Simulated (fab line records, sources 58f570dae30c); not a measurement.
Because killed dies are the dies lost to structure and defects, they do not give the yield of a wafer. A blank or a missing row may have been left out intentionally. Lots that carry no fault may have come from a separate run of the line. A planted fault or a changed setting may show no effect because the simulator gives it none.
fab line records    flow berkeleyCmos170    part 2 of 2: steps 27 to 37 of 37
record: lots: 5  wafers: 15  lastDay: 11
route steps=331 shown PWELL@39 WELLDRIVE@55 ACTIVE@60
lots that met no fault: from a run of the same line without faults
startH: the number of hours between the record's first day and the start of the first shown wafer of the lot    waitH: how many hours have passed since the lot's step before this one    " unchanged from the row above    L1.1+2: a row that stands for several wafers    - no value present, or no start provided    * or withheld: withheld    < > ~ a bound
route shown NAME@n: a module of which the file shows steps, and the number in the route of the first    usual: mean and standard deviation over wafers with no fault    same: alike in all rows    chamber/n: place in a boat    sites: per-site readings    _std_site: the standard deviation of these    _edge_site: inner sites' mean taken away from outer sites' mean    radiusMm: for every site, how far away it sits from the centre of the wafer    mask NAME#n: copy n    behind: the tool/chamber that last shaped the wafer    hold: what put the lot on hold/how long, in hours/how the hold closed    device: the transistor (n, p or np) that didn't switch    end of line: the route-end tests of the same wafers    a step without rows: its recipe alone    killed: dies that structure and defects cost at the first sort, which is not the same as the wafer's yield    map: the dies of a wafer, with x for killed, . for not killed, _ for no die there
set.NAME: the run value of the setting; set.NAME@STEP: its run value at that earlier step    model.NAME: the simulator's own value behind a step, which no gauge read
a table for each step, a row for each wafer; lots at some steps of the route
services: a tool's chamber out of use, with start hour (startH, from the record's first day; less than 0 if before it), hours out, and reason
== steps ==
step: UCB170_ACTIVE_CVD_05
recipe: material: Si3N4  targetThkNm: 220  tempC: 800  precursor: SiH2Cl2/NH3  timeS: 3300  pressureMtorr: 200  sih2cl2FlowSccm: 25  nh3FlowSccm: 76.91
usual: pressureMtorr: 200.1/0.43  zonePowerCentrePct: 40/4.1
lot.wafer  tool      chamber  startH  waitH  pressureMtorr  zonePowerCentrePct
L076.1     lpcvd-02  0        94.05   0.0    200.0          38
L076.3     "         0        "       "      200.6          38
L076.6     "         0        "       "      200.5          38
L079.1     lpcvd-02  1        106.86  0.0    199.5          44
L079.2     "         1        "       "      199.7          44
L079.6     "         1        "       "      199.5          44
L081.2     lpcvd-02  1        111.04  0.0    200.0          44
L081.3     "         1        "       "      199.8          45
L081.4     "         1        "       "      200.5          43
L086.3     lpcvd-02  0        147.45  0.0    200.1          38
L086.5     "         0        "       "      200.4          38
L086.6     "         0        "       "      200.5          37
L092.1     lpcvd-02  1        164.69  0.0    199.5          45
L092.2     "         1        "       "      199.8          44
L092.4     "         1        "       "      200.0          44
step: UCB170_ACTIVE_THK_MEAS_06
recipe: reads: Si3N4_of_ACTIVE_CVD_05
usual: ACTIVE_NITRIDE_THK: 223.5/2.3
lot.wafer  tool          chamber  startH  waitH  ACTIVE_NITRIDE_THK[nm]
L076.1     filmMetro-01  -        96.93   0.0    222.6
L076.3     "             -        "       "      223.1
L076.6     "             -        "       "      221.5
L079.1     filmMetro-01  -        109.74  0.0    224.7
L079.2     "             -        "       "      224.7
L079.6     "             -        "       "      223.8
L081.2     filmMetro-03  -        113.96  0.0    221.4
L081.3     "             -        "       "      220.3
L081.4     "             -        "       "      220.0
L086.3     filmMetro-03  -        149.39  0.0    222.7
L086.5     "             -        "       "      223.4
L086.6     "             -        "       "      226.3
L092.1     filmMetro-02  -        166.60  0.0    223.7
L092.2     "             -        "       "      223.8
L092.4     "             -        "       "      222.5
step: UCB170_ACTIVE_HMDS_07
recipe: primeTimeS: 60  primeTempC: 100
usual: primeTempC: 100.01/0.14
lot.wafer  tool           chamber  startH  waitH  primeTempC
L076.1     lithoTrack-01  0        96.99   0.1    99.77
L076.3     "              0        "       "      99.87
L076.6     "              0        "       "      100.10
L079.1     lithoTrack-01  0        110.25  0.5    99.95
L079.2     "              0        "       "      100.01
L079.6     "              0        "       "      99.96
L081.2     lithoTrack-04  0        114.04  0.1    99.97
L081.3     "              0        "       "      100.12
L081.4     "              0        "       "      100.04
L086.3     lithoTrack-04  0        149.48  0.1    100.27
L086.5     "              0        "       "      99.92
L086.6     "              0        "       "      100.31
L092.1     lithoTrack-01  0        166.74  0.1    99.82
L092.2     "              0        "       "      100.03
L092.4     "              0        "       "      99.88
step: UCB170_ACTIVE_COAT_08
recipe: resist: KrF  spinRpm: 1500  resistThkNm: 900
usual: spinSpeedRpm: 1500.1/0.98
lot.wafer  tool           chamber  startH  waitH  spinSpeedRpm
L076.1     lithoTrack-01  0        97.14   0.1    1501.3
L076.3     "              0        "       "      1499.8
L076.6     "              0        "       "      1499.4
L079.1     lithoTrack-01  0        110.40  0.1    1501.5
L079.2     "              0        "       "      1499.8
L079.6     "              0        "       "      1500.4
L081.2     lithoTrack-04  0        114.19  0.1    1499.3
L081.3     "              0        "       "      1501.6
L081.4     "              0        "       "      1500.1
L086.3     lithoTrack-04  0        149.63  0.1    1500.4
L086.5     "              0        "       "      1500.5
L086.6     "              0        "       "      1499.2
L092.1     lithoTrack-01  0        166.89  0.1    1499.5
L092.2     "              0        "       "      1501.7
L092.4     "              0        "       "      1499.8
step: UCB170_ACTIVE_SOFTBAKE_09
recipe: resist: KrF  tempC: 130  timeS: 60
lot.wafer   tool           chamber  startH  waitH
L076.1+3+6  lithoTrack-01  0        97.29   0.1
L079.1+2+6  lithoTrack-01  0        110.55  0.1
L081.2+3+4  lithoTrack-04  0        114.34  0.1
L086.3+5+6  lithoTrack-04  0        149.78  0.1
L092.1+2+4  lithoTrack-01  0        167.04  0.1
step: UCB170_ACTIVE_EXPOSE_10
recipe: maskId: ACTIVE  targetCdNm: 1200  na: 0.5  sigmaOuter: 0.6  sourceShape: conventional  doseMj: 20
usual: focusOffsetNm: -0.1/0.54
lot.wafer  tool           chamber  startH  waitH  mask      focusOffsetNm
L076.1     krfScanner-01  0        97.56   0.2    ACTIVE#0  0.6
L076.3     "              0        "       "      ACTIVE#0  0.6
L076.6     "              0        "       "      ACTIVE#0  -0.1
L079.1     krfScanner-01  0        110.92  0.3    ACTIVE#0  -0.3
L079.2     "              0        "       "      ACTIVE#0  -0.9
L079.6     "              0        "       "      ACTIVE#0  -0.8
L081.2     krfScanner-02  0        114.69  0.3    ACTIVE#0  -0.1
L081.3     "              0        "       "      ACTIVE#0  -0.9
L081.4     "              0        "       "      ACTIVE#0  -0.9
L086.3     krfScanner-02  0        149.92  0.1    ACTIVE#0  0.1
L086.5     "              0        "       "      ACTIVE#0  0.2
L086.6     "              0        "       "      ACTIVE#0  -0.6
L092.1     krfScanner-02  0        167.35  0.3    ACTIVE#0  0.8
L092.2     "              0        "       "      ACTIVE#0  -0.4
L092.4     "              0        "       "      ACTIVE#0  -0.8
step: UCB170_ACTIVE_PEB_11
recipe: pebTempC: 130  pebTimeS: withheld  resist: KrF
lot.wafer   tool           chamber  startH  waitH
L076.1+3+6  lithoTrack-02  0        97.68   0.1
L079.1+2+6  lithoTrack-04  0        111.64  0.7
L081.2+3+4  lithoTrack-02  0        114.81  0.1
L086.3+5+6  lithoTrack-01  0        150.38  0.4
L092.1+2+4  lithoTrack-01  0        167.52  0.1
step: UCB170_ACTIVE_DEVELOP_12
recipe: developer: TMAH  developTimeS: 45  resist: KrF  devTempC: 21
lot.wafer   tool           chamber  startH  waitH
L076.1+3+6  lithoTrack-02  0        -       -
L079.1+2+6  lithoTrack-04  0        -       -
L081.2+3+4  lithoTrack-02  0        -       -
L086.3+5+6  lithoTrack-01  0        -       -
L092.1+2+4  lithoTrack-01  0        -       -
step: UCB170_ACTIVE_CD_MEAS_13
recipe: targetCdNm: 1200
usual: cdNm: 1199.9/1.8
lot.wafer  tool      chamber  startH  waitH  cdNm
L076.1     cdSem-01  -        97.96   -      1200.5
L076.3     "         -        "       "      1200.1
L076.6     "         -        "       "      1198.6
L079.1     cdSem-02  -        111.91  -      1197.5
L079.2     "         -        "       "      1198.7
L079.6     "         -        "       "      1197.3
L081.2     cdSem-02  -        115.08  -      1203.0
L081.3     "         -        "       "      1201.4
L081.4     "         -        "       "      1202.5
L086.3     cdSem-01  -        150.65  -      1201.0
L086.5     "         -        "       "      1201.8
L086.6     "         -        "       "      1200.7
L092.1     cdSem-01  -        167.84  -      1202.3
L092.2     "         -        "       "      1203.3
L092.4     "         -        "       "      1202.7
step: UCB170_ACTIVE_OVL_MEAS_14
usual: ACTIVE_OVL: 3/5.4
lot.wafer  tool        chamber  startH  waitH  ACTIVE_OVL[nm]
L076.1     overlay-02  -        98.08   0.1    3
L076.3     "           -        "       "      2
L076.6     "           -        "       "      5
L079.1     overlay-01  -        112.03  0.1    -2
L079.2     "           -        "       "      -3
L079.6     "           -        "       "      4
L081.2     overlay-01  -        115.19  0.1    0
L081.3     "           -        "       "      11
L081.4     "           -        "       "      2
L086.3     overlay-01  -        150.74  0.1    -4
L086.5     "           -        "       "      3
L086.6     "           -        "       "      3
L092.1     overlay-01  -        167.96  0.1    2
L092.2     "           -        "       "      3
L092.4     "           -        "       "      2
step: UCB170_ACTIVE_ETCH_15
recipe: chemistry: CH3F/Ar/O2  target: Si3N4  stopOn: SiO2  CH3F_flow_sccm: 20  Ar_flow_sccm: 50  O2_flow_sccm: 7  pressureMtorr: 50  rfW: 450  targetDepthA: 2420  overEtchFrac: 0.1  timeS: 151
usual: drypumpMotorCurrentA: 5.7/0.49  oesProductAu: 0.950/0.014  rfFwdPowerW: 448.3/1.4  throttleValvePct: 8.12/0.11
lot.wafer  tool        chamber  startH  waitH  drypumpMotorCurrentA  oesProductAu  rfFwdPowerW  rfHoursCounterH  throttleValvePct
L076.1     rieDiel-04  1        98.11   0.0    5.0                   0.944         448.2        140              8.16
L076.3     "           0        "       "      5.7                   0.943         450.4        32               8.20
L076.6     "           0        "       "      5.7                   0.942         450.0        -                8.21
L079.1     rieDiel-02  2        112.07  0.0    6.3                   0.964         448.8        67               8.21
L079.2     "           1        "       "      5.1                   0.943         449.1        91               7.88
L079.6     "           1        "       "      5.1                   0.932         446.7        -                7.91
L081.2     rieDiel-01  3        115.22  0.0    6.1                   0.966         448.7        46               8.08
L081.3     "           2        "       "      5.9                   0.938         446.5        82               8.25
L081.4     "           1        "       "      6.3                   0.934         447.7        23               8.14
L086.3     rieDiel-01  2        150.76  0.0    5.9                   0.945         447.1        84               8.25
L086.5     "           3        "       "      6.1                   0.981         446.5        -                8.10
L086.6     "           2        "       "      5.9                   0.955         448.8        -                8.25
L092.1     rieDiel-04  1        168.00  0.0    5.0                   0.958         448.1        143              8.17
L092.2     "           2        "       "      5.1                   0.940         449.8        43               8.17
L092.4     "           3        "       "      5.9                   0.934         448.1        32               7.94
== services ==
tool            chamber  startH  hours  kind
furnace-02      -        48.59   2.7    pm
krfScanner-02   -        51.19   0.8    pm
plasmaAsher-04  -        52.77   1.7    repair
plasmaAsher-02  -        56.05   3.1    repair
furnace-02      -        64.11   26.0   pm
rieDiel-01      0        73.30   1.3    repair
implanter-03    -        78.17   2.6    repair
plasmaAsher-02  -        87.25   28.1   pm
furnace-04      -        90.17   3.7    pm
implanter-04    -        90.47   5.8    pm
krfScanner-01   -        92.28   1.0    pm
krfScanner-02   -        93.37   1.0    pm
rieDiel-04      -        96.87   0.3    repair
furnace-01      -        98.90   4.1    pm
implanter-04    -        102.11  2.8    repair
krfScanner-01   -        106.65  1.3    pm
rieDiel-04      3        120.32  7.0    repair
implanter-03    -        123.36  2.4    repair
krfScanner-01   -        124.81  0.8    pm
krfScanner-01   -        125.65  33.6   repair
rieDiel-04      0        140.79  2.0    repair
furnace-02      -        143.22  4.8    pm
rieDiel-04      1        147.02  4.0    repair
krfScanner-02   -        159.35  1.3    pm
